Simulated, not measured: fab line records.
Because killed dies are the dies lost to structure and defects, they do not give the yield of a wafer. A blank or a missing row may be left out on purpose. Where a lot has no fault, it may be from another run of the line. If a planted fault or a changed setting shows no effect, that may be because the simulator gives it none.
Tool commonality check ; flow berkeley-cmos170 ; Sampled: 14 lots, 42 wafers

WHY THIS WAS OPENED
UCB170_ACTIVE_THK_MEAS_03, reading ACTIVE_OXIDE_THK: flagged on 2 of 14 lots. No-fault wafers: 26.4 nm, standard deviation 0.48.
Rule: a lot gets a flag if all its wafers with a number sit over 4 standard deviations from that mean, or if no wafer of it has a number. All remaining lots are regarded as sound.

lot;measured;on;ACTIVE_OXIDE_THK (nm), wafer by wafer;flag
L226;day 4 17:39;film-metro-01;26.4 26.6 26.4;
L227;day 4 17:43;film-metro-04;27.1 26.8 26.3;
L230;day 5 01:41;film-metro-03;26.6 26.6 26.4;
L229;day 5 01:44;film-metro-01;26.4 27.1 27.0;
L233;day 5 22:29;film-metro-03;26.4 26.5 26.9;
L232;day 6 02:28;film-metro-04;25.7 26.2 26.0;
L240;day 7 00:34;film-metro-04;26.7 26.8 26.5;
L238;day 7 05:58;film-metro-01;32.4 32.9 33.1;FLAGGED
L239;day 7 06:02;film-metro-04;32.4 32.2 32.1;FLAGGED
L242;day 7 18:12;film-metro-01;27.1 27.1 26.7;
L244;day 8 07:45;film-metro-03;26.8 26.5 26.7;
L243;day 8 14:55;film-metro-04;26.9 27.1 27.3;
L245;day 8 14:55;film-metro-03;27.0 26.8 27.1;
L246;day 8 14:55;film-metro-01;26.5 26.4 26.6;
Average over the flagged lots: 32.5 nm; offset from the usual +6.1 nm, equal to +13 standard deviations.

EACH LOT AND THE TOOL IT RAN ON
The record keeps 1 process step preceding the reading, out of 331 steps on the route. Cell contents, in order: the tool; ch with the chambers the sampled wafers went through; the start.
lot;flag;UCB170_ACTIVE_OXIDATION_02
L226;;furnace-04 ch 0, day 4 16:18
L227;;furnace-04 ch 0, day 4 16:18
L230;;furnace-02 ch 0, day 5 00:20
L229;;furnace-02 ch 0, day 5 00:20
L233;;furnace-01 ch 0, day 5 21:08
L232;;furnace-04 ch 0, day 6 01:05
L240;;furnace-04 ch 0, day 6 23:13
L238;FLAGGED;furnace-01 ch 0, day 7 04:37
L239;FLAGGED;furnace-01 ch 0, day 7 04:37
L242;;furnace-04 ch 0, day 7 16:51
L244;;furnace-04 ch 0, day 8 06:24
L243;;furnace-02 ch 0, day 8 13:34
L245;;furnace-02 ch 0, day 8 13:34
L246;;furnace-02 ch 0, day 8 13:34
These steps, and what they do:
- UCB170_ACTIVE_OXIDATION_02: target thk 26.4 nm, ox time 1260 s.
- UCB170_ACTIVE_THK_MEAS_03

FLAGGED AGAINST TOTAL, ONE TOOL AT A TIME (gauges that did the reading follow at the end)
step;tool;lots run;flagged;share of the flagged lots;sound lots run after its first flagged lot
UCB170_ACTIVE_OXIDATION_02;furnace-01;3;2;all;0
UCB170_ACTIVE_OXIDATION_02;furnace-02;5;0;none;-
UCB170_ACTIVE_OXIDATION_02;furnace-04;6;0;none;-
UCB170_ACTIVE_THK_MEAS_03;film-metro-01;5;1;some;2 (L242,L246)
UCB170_ACTIVE_THK_MEAS_03;film-metro-03;4;0;none;-
UCB170_ACTIVE_THK_MEAS_03;film-metro-04;5;1;some;1 (L243)

WHAT IS ALLOWED BY THE TABLE
All flagged lots share 1 row of the table, namely furnace-01 at UCB170_ACTIVE_OXIDATION_02.
- furnace-01 at UCB170_ACTIVE_OXIDATION_02: 2 of its 3 lots flagged. Last sound lot L233 at day 5 21:08, first flagged lot L238 at day 7 04:37; a fault beginning in between fits.
Just one tool remains: furnace-01 at UCB170_ACTIVE_OXIDATION_02.

WHAT HAD BEEN PUT IN BY THE SIMULATOR
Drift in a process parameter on furnace-01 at UCB170_ACTIVE_OXIDATION_02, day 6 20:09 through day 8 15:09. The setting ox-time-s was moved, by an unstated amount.
Struck lots among those shown: L238, L239. The same result came from the rule above.
